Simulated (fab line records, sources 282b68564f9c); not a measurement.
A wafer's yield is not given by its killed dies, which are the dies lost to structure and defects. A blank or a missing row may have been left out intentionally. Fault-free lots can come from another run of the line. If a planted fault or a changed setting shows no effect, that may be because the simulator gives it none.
What tool caused it? / flow rit_cmos / 21 wafers from 7 lots sampled at 4 of the route's 202 steps

WHAT EACH GAUGE READ, for each wafer
RIT_PRETRO_TW_MEAS_10.
lot=L814; measured=day 2 23:41; on=film_metro-04; PRETRO_TW=474 473 474
lot=L816; measured=day 3 10:14; on=film_metro-04; PRETRO_TW=477 476 474
lot=L818; measured=day 3 18:52; on=film_metro-01; PRETRO_TW=474 472 479
lot=L821; measured=day 4 10:34; on=film_metro-02; PRETRO_TW=479 478 479
lot=L825; measured=day 5 06:01; on=film_metro-01; PRETRO_TW=390 390 392 393 394 391
lot=L831; measured=day 6 13:03; on=film_metro-04; PRETRO_TW=477 475 475
lot=L834; measured=day 7 03:07; on=film_metro-04; PRETRO_TW=476 475 474

WHAT TOOL EACH LOT RAN ON (gives the tool, then ch and the chambers of the sampled wafers, and finally the start)
lot=L814; RIT_NWELL_STRIP_09=plasma_asher-01 ch 0,1, day 2 13:10; RIT_NRETRO_STRIP_09=plasma_asher-03 ch 0,1, day 2 21:52; RIT_PRETRO_IMPLANT_08=implanter-02 ch 0, day 2 23:25
lot=L816; RIT_NWELL_STRIP_09=plasma_asher-04 ch 0,1, day 2 23:41; RIT_NRETRO_STRIP_09=plasma_asher-04 ch 1, day 3 08:23; RIT_PRETRO_IMPLANT_08=implanter-02 ch 0, day 3 09:56
lot=L818; RIT_NWELL_STRIP_09=plasma_asher-03 ch 0,1, day 3 08:35; RIT_NRETRO_STRIP_09=plasma_asher-04 ch 0,1, day 3 17:08; RIT_PRETRO_IMPLANT_08=implanter-03 ch 0, day 3 18:32
lot=L821; RIT_NWELL_STRIP_09=plasma_asher-04 ch 0,1, day 4 00:17; RIT_NRETRO_STRIP_09=plasma_asher-04 ch 0,1, day 4 08:50; RIT_PRETRO_IMPLANT_08=implanter-03 ch 0, day 4 10:14
lot=L825; RIT_NWELL_STRIP_09=plasma_asher-01 ch 0,1, day 4 19:32; RIT_NRETRO_STRIP_09=plasma_asher-02 ch 0,1, day 5 04:10; RIT_PRETRO_IMPLANT_08=implanter-03 ch 0, day 5 05:43
lot=L831; RIT_NWELL_STRIP_09=plasma_asher-01 ch 0,1, day 6 02:29; RIT_NRETRO_STRIP_09=plasma_asher-04 ch 0,1, day 6 11:12; RIT_PRETRO_IMPLANT_08=implanter-02 ch 0, day 6 12:44
lot=L834; RIT_NWELL_STRIP_09=plasma_asher-04 ch 0,1, day 6 15:56; RIT_NRETRO_STRIP_09=plasma_asher-02 ch 0,1, day 7 01:17; RIT_PRETRO_IMPLANT_08=implanter-01 ch 0, day 7 02:49
- RIT_NWELL_STRIP_09: strips in O2, time 180 s.
- RIT_NRETRO_STRIP_09: strips in O2, time 180 s.
- RIT_PRETRO_IMPLANT_08

THE ANSWER, worked out from the rows above alone
Rule: the usual values come from the lots themselves. Put in order of their means at a reading, lots are off if they are a third of the lots or fewer, leave a main group of 4 or more, and stand apart from it by a gap of 3 or more times the standard deviation of the main group's means; of several such gaps the widest counts. If all means in a main group match to the digits the tables above print for the reading, that group is not used. Also off: a lot with no number at a reading for which 4 or more lots have one. Any other lot the step has rows for is counted as sound.
Off: at RIT_PRETRO_TW_MEAS_10 (PRETRO_TW), L825. For the main group the mean is 476 and the standard deviation 1.5.
If a tool, at a process step before that reading, ran all the lots that are off and no sound lot after the first of them, it fits. The gauges at RIT_PRETRO_TW_MEAS_10 are tried like those tools. Can't be told from this: 2 tools fit, implanter-03 at RIT_PRETRO_IMPLANT_08, film_metro-01 at RIT_PRETRO_TW_MEAS_10.

WHAT THE SIMULATOR HAD INSERTED
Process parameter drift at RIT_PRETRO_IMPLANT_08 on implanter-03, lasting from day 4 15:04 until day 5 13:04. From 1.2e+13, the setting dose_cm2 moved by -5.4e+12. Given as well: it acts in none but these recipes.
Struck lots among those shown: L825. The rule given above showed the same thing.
